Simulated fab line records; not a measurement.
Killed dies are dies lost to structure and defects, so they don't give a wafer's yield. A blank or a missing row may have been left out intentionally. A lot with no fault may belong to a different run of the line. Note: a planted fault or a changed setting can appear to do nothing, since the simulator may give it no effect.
The tool behind it: which one? ; flow berkeley_cmos170 ; Sampling: 14 lots, 42 wafers, 3 of 331 route steps

WHAT EACH GAUGE READ, for each wafer
UCB170_ACTIVE_CD_MEAS_90: the cd target is 1200 nm.
lot;measured;on;cd_nm (nm)
L970;day 3 16:59;cd_sem-01;1198.2 1198.4 1198.3
L971;day 4 03:30;cd_sem-02;1199.2 1199.3 1198.9
L974;day 4 23:29;cd_sem-01;1199.8 1199.3 1198.6
L976;day 5 05:52;cd_sem-01;1202.0 1201.0 1201.8
L977;day 5 06:03;cd_sem-01;1200.8 1202.1 1202.4
L978;day 5 12:35;cd_sem-02;1201.3 1203.5 1203.1
L981;day 6 04:19;cd_sem-02;1201.7 1201.5 1200.7
L979;day 6 04:19;cd_sem-01;1198.8 1197.9 1198.3
L983;day 6 14:16;cd_sem-01;1201.1 1199.2 1201.0
L982;day 6 14:20;cd_sem-02;1201.1 1200.9 1200.6
L987;day 7 07:52;cd_sem-01;1201.1 1202.2 1201.8
L989;day 7 22:42;cd_sem-01;1200.0 1199.7 1200.1
L990;day 8 08:50;cd_sem-01;1201.2 1200.8 1201.7
L991;day 8 09:13;cd_sem-02;1202.0 1199.6 1201.1

UCB170_GATE_THK_MEAS_02.
lot;measured;on;GATE_OXIDE_THK (nm)
L970;day 5 04:15;film_metro-02;6.64 6.64 6.58
L971;day 5 11:23;film_metro-01;6.64 6.65 6.68
L974;day 6 07:49;film_metro-02;6.53 6.58 6.63
L976;day 6 16:14;film_metro-02;6.67 6.72 6.68
L977;day 6 16:12;film_metro-04;6.43 6.54 6.50
L978;day 6 18:16;film_metro-01;6.72 6.76 6.75
L981;day 7 12:57;film_metro-04;6.56 6.51 6.52
L979;day 7 12:58;film_metro-02;6.67 6.69 6.77
L983;day 8 06:38;film_metro-04;6.48 6.41 6.44
L982;day 8 06:38;film_metro-02;6.45 6.60 6.56
L987;day 8 19:11;film_metro-01;6.48 6.45 6.50
L989;day 9 12:05;film_metro-01;6.51 6.38 6.42
L990;day 9 22:13;film_metro-02;6.32 6.41 6.31
L991;day 9 22:13;film_metro-04;6.39 6.43 6.41

EACH LOT AND THE TOOL THAT RAN IT (in order: tool; ch and the chambers of the sampled wafers; start)
lot;UCB170_PVT_STRIP_08
L970;plasma_asher-01 ch 0,1, day 5 01:16
L971;plasma_asher-04 ch 0,1, day 5 09:36
L974;plasma_asher-01 ch 0,1, day 6 03:40
L976;plasma_asher-02 ch 0,1, day 6 12:00
L977;plasma_asher-04 ch 0,1, day 6 11:41
L978;plasma_asher-04 ch 0,1, day 6 15:38
L981;plasma_asher-04 ch 0,1, day 7 10:51
L979;plasma_asher-01 ch 0,1, day 7 10:55
L983;plasma_asher-01 ch 0, day 8 01:27
L982;plasma_asher-02 ch 0,1, day 8 01:07
L987;plasma_asher-01 ch 0,1, day 8 16:19
L989;plasma_asher-04 ch 0,1, day 9 07:39
L990;plasma_asher-02 ch 0,1, day 9 17:33
L991;plasma_asher-04 ch 0,1, day 9 17:53
- UCB170_PVT_STRIP_08: strips in O2.

AS READ BY THE TOOLS THEMSELVES (means over the sampled wafers that have a number; for cases with no such wafer, the mark the record gives instead)
UCB170_PVT_STRIP_08.
lot;tool;drypump_motor_current_A (A);oes_product_au (a.u.);strip_time_to_endpoint_s (s)
L970;plasma_asher-01;5.3;0.732;21.51
L971;plasma_asher-04;6.3;0.737;21.67
L974;plasma_asher-01;5.4;0.736;21.61
L976;plasma_asher-02;5.9;0.739;21.65
L977;plasma_asher-04;6.2;0.735;21.73
L978;plasma_asher-04;6.3;0.733;21.73
L981;plasma_asher-04;6.2;0.738;21.64
L979;plasma_asher-01;5.3;0.736;21.62
L983;plasma_asher-01;5.5;0.736;21.63
L982;plasma_asher-02;5.7;0.731;21.69
L987;plasma_asher-01;5.3;0.736;21.67
L989;plasma_asher-04;6.2;0.736;21.56
L990;plasma_asher-02;5.7;0.735;21.69
L991;plasma_asher-04;6.2;0.737;21.60

THE ANSWER, worked out from the rows above alone
Rule: the usual values come from the lots themselves. Put in order of their means at a reading, lots are off if they are a third of the lots or fewer, leave a main group of 4 or more, and stand apart from it by a gap of 3 or more times the standard deviation of the main group's means; of several such gaps the widest counts. A main group is skipped when, at the precision printed for the reading in the tables above, its means are all equal. A lot without any number at a reading at which 4 lots or more have one is off too. Where the step has rows for the other lots, those lots are counted as sound. The gauges are gone through in route order, then the tools' own readings, and for those a lot's mean is taken as printed above. The first step at which some lot is off is used, and at that step the reading that is off furthest; a lot without a number counts as furthest.
None of the lots is off at any reading shown; this tells nothing.

WHAT THE SIMULATOR HAD PUT IN
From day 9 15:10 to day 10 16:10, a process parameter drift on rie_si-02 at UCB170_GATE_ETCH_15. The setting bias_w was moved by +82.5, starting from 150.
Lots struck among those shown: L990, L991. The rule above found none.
